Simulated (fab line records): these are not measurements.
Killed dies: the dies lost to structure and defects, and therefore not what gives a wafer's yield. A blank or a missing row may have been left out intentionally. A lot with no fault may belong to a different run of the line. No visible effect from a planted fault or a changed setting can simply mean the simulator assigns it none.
Which tool did it? :: flow berkeley_cmos170 :: Sampling: 7 lots, 21 wafers, 2 of 331 route steps

## WHAT THE GAUGES SHOWED, per wafer
UCB170_SPACER_THK_MEAS_01.
lot: L553
measured: day 7 08:56
on: film_metro-04
SPACER_TEOS_THK (nm): 375 377 379

lot: L559
measured: day 8 12:14
on: film_metro-02
SPACER_TEOS_THK (nm): 374 379 369

lot: L562
measured: day 9 03:44
on: film_metro-02
SPACER_TEOS_THK (nm): 375 378 384

lot: L565
measured: day 9 10:46
on: film_metro-04
SPACER_TEOS_THK (nm): 374 380 378

lot: L567
measured: day 10 02:48
on: film_metro-04
SPACER_TEOS_THK (nm): 373 375 379

lot: L572
measured: day 10 13:41
on: film_metro-01
SPACER_TEOS_THK (nm): 383 377 376

lot: L576
measured: day 12 02:28
on: film_metro-02
SPACER_TEOS_THK (nm): 367 365 376

## WHAT TOOL EACH LOT RAN ON (gives the tool, then ch and the chambers of the sampled wafers, and finally the start)
lot: L553
UCB170_SPACER_CVD_00: pecvd-01 ch 1,2, day 7 08:53

lot: L559
UCB170_SPACER_CVD_00: pecvd-02 ch 0,1,2, day 8 12:12

lot: L562
UCB170_SPACER_CVD_00: pecvd-01 ch 0,2, day 9 03:41

lot: L565
UCB170_SPACER_CVD_00: pecvd-01 ch 0,1,2, day 9 10:43

lot: L567
UCB170_SPACER_CVD_00: pecvd-01 ch 0,1, day 10 02:45

lot: L572
UCB170_SPACER_CVD_00: pecvd-01 ch 0,1,2, day 10 13:38

lot: L576
UCB170_SPACER_CVD_00: pecvd-03 ch 0,1, day 12 02:26
- UCB170_SPACER_CVD_00: deposits SiO2 from TEOS/O2, target thk 376 nm, time 47 s.

## THE ANSWER, worked out from the rows above alone
Rule: the lots themselves supply what counts as usual. The widest of any qualifying gaps counts: lots, ordered by their means at a reading, are off when they make up no more than a third of the lots, leave a main group of 4 or more, and stand apart from it by 3 or more times the standard deviation of that group's means. A main group is skipped when, at the precision printed for the reading in the tables above, its means are all equal. Also off: a lot with no number at a reading for which 4 or more lots have one. Where the step has rows for the other lots, those lots are counted as sound.
Across all readings shown, no lot is off: no conclusion can be drawn from this.

## WHAT THE SIMULATOR PUT IN
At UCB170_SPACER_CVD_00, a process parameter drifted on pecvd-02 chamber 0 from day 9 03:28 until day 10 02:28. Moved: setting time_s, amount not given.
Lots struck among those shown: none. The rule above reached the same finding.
